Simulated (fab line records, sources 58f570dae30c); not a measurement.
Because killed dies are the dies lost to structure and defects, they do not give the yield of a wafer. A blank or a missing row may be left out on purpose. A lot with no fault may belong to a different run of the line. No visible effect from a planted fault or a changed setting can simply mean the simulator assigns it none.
Chamber matching	flow berkeley cmos170	UCB170_SPACER_CVD_00 on pecvd-03: 3 sister chambers
The step deposits SiO2 from TEOS/O2, target thk 376 nm, time 47 s. 14 wafers are shown with their chamber, then 7 later ones without.

WAFERS, EACH WITH ITS CHAMBER
wafer	chamber	heater power w (W)	susceptor temp C (C)
L887.2	1	447	390.19
L887.5	0	269	389.91
L887.6	2	262	390.41
L891.2	2	226	390.15
L891.3	0	203	390.43
L891.4	2	250	389.88
L886.3	1	401	389.75
L886.5	0	234	389.86
L886.6	1	409	390.02
L895.1	1	405	389.93
L895.4	1	433	390.11
L895.5	2	295	390.07
L903.1	2	274	390.27
L903.2	0	241	389.97

SIGNATURES, as means of the wafers listed above
reading	chamber 0	chamber 1	chamber 2	scatter within a chamber
heater power w	236.75	419.00	261.40	24.3
susceptor temp C	390.0425	390.0000	390.1560	0.21
Rule: a wafer's distance from a chamber is the root of the sum, over the readings, of the square of ((its reading less the chamber's mean) divided by the reading's scatter). If the next closest chamber is less than 2 further off than the closest, the wafer can't be placed; otherwise it belongs to the closest. The scatter: the root of (the sum of the squares of (reading less its chamber's mean) over the shown wafers, divided by (wafers less chambers)).

WAFERS WITH NO CHAMBER GIVEN
wafer	heater power w (W)	susceptor temp C (C)
L903.3	361	390.07
L907.1	293	390.10
L907.4	307	389.65
L907.6	414	390.03
L909.1	204	389.93
L909.3	276	389.73
L909.4	289	389.64

EACH ONE'S CHAMBER
wafer	from the rows above	in truth
L903.3	can't be placed: 1 or 2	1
L907.1	can't be placed: 2 or 0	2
L907.4	can't be placed: 2 or 0 or 1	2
L907.6	1	1
L909.1	can't be placed: 0 or 2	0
L909.3	can't be placed: 2 or 0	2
L909.4	can't be placed: 2 or 0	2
Correctly placed: 1 of 7. Not placeable from these rows: 6 (in 6, the candidates include the true chamber). Placed wrongly: 0.
